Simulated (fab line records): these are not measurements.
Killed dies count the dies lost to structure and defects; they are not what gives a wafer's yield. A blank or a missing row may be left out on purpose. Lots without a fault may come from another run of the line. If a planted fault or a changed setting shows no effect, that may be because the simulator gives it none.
Problem report, 8D (eight disciplines) form, completed by code | flow berkeleyCmos170 | the parts of the form that need people (team, actions taken, sign-off) are left out

1. THE ISSUE
Wafers free of any fault read 0.03216 ohm/sq (standard deviation 0.00027) for M3_AL_RS at UCB170_M3_RS_MEAS_02, against a mean of 0.05390 ohm/sq on 6 wafers of 2 lots. That is +81 standard deviations from the usual mean.
The step: measures by four-point-probe.
First seen on wafer L811.4, day 8 03:05, on filmMetro-02. Wafers with a number at this step in the record: 42, from 14 lots. By rule, "out" or "out of limits" means more than 4 standard deviations away from the usual mean. The rest of the wafers with a number are treated as sound.

2. WHAT IT IS, WHAT IT ISN'T
question                    | is                         | is not
which readings at this step | M3_AL_RS                   | -
which lots                  | L811, L813                 | L809, L810, L812, L819, L822, L824, L825, L826, L827, L829, L830, L832
which wafers of those lots  | all that have a number     | -
read on which gauges        | filmMetro-01, filmMetro-02 | filmMetro-04
when                        | from day 8 03:05           | up to then (9 sound wafers); but 27 sound wafers of L819, L822, L824, L825, L826, L827, L829, L830, L832 came after

3. THE SUSPECTS, EACH WITH WHAT RULES IT OUT
Counting: a tool at any process step up to the reading remains a suspect when it ran all the lots that are out and ran no sound lot after the first of those.
- the gauge at UCB170_M3_RS_MEAS_02 is ruled out. The wafers that are out were read on 2 gauges (filmMetro-01, filmMetro-02).
- pvdSputter-02 at UCB170_SILICIDE_SPUTTER_01 (material Ti, target thk 30 nm, time 25 s): ruled out as a lasting fault. Following L811 (day 7 03:15), the first lot on it that is out, the sound lots L819, L825, L826 were run on it.
- plasmaAsher-04 at UCB170_V1_STRIP_15 (strips in O2): ruled out as a lasting fault. Following L811 (day 7 19:43), the first lot on it that is out, the sound lots L826, L829, L832 were run on it.
- pvdSputter-02 at UCB170_M3_SPUTTER_01 (material Al, target thk 900 nm, time 120 s): ruled out as a lasting fault. Following L811 (day 8 02:56), the first lot on it that is out, the sound lots L822, L825, L826, L829, L832 were run on it.
Left after counting: nothing in the record.

4. THE CAUSE (what the simulator had put in)
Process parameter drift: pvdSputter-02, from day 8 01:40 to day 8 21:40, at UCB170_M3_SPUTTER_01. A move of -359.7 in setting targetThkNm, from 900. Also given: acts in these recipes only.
Counting ruled it out, wrongly: the rule takes a fault to strike every lot that its tool runs from its start on, and this one did not.

5. SEQUENCE OF EFFECTS, ordered by route
Each row: a reading whose mean over the struck wafers that have a number lies more than 3 standard deviations from the usual. Scope: only readings with a usual standard deviation given in the record; hours: median across lots of the time from each lot's start at the first step in this table that gives one to its start at this step; sigmas: change in usual standard deviations.
hours | step                    | reading      | usual          | on struck wafers | change   | sigmas
0     | UCB170_M3_RS_MEAS_02    | M3_AL_RS     | 0.03216 ohm/sq | 0.05390          | +0.02174 | +81
0     | UCB170_M3_THK_MEAS_03   | M3_AL_THK    | 900 nm         | 542              | -358     | -41
2     | UCB170_M3_METAL_ETCH_18 | oesProductAu | 0.855 a.u.     | 0.664            | -0.191   | -29
Here are the process steps it includes:
- UCB170_M3_METAL_ETCH_18: etches Al in Cl2/BCl3, stops on SiO2, target depth 1170 nm, time 195 s.
At these later measuring or inspecting steps, every struck wafer for which the step has a row has a number for every such reading, and none has moved that far: UCB170_M3_BOW_MEAS_20.

6. HOW IT WOULD HAVE BEEN CAUGHT EARLIER
In this record the first reading out of limits at a measuring or inspecting step was taken at day 8 03:05, 1 hour after the fault began at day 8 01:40.
No tool reading at UCB170_M3_SPUTTER_01 that has a usual standard deviation in the record was out on any struck wafer, so an alarm limit of 4 standard deviations on those readings would not have fired.
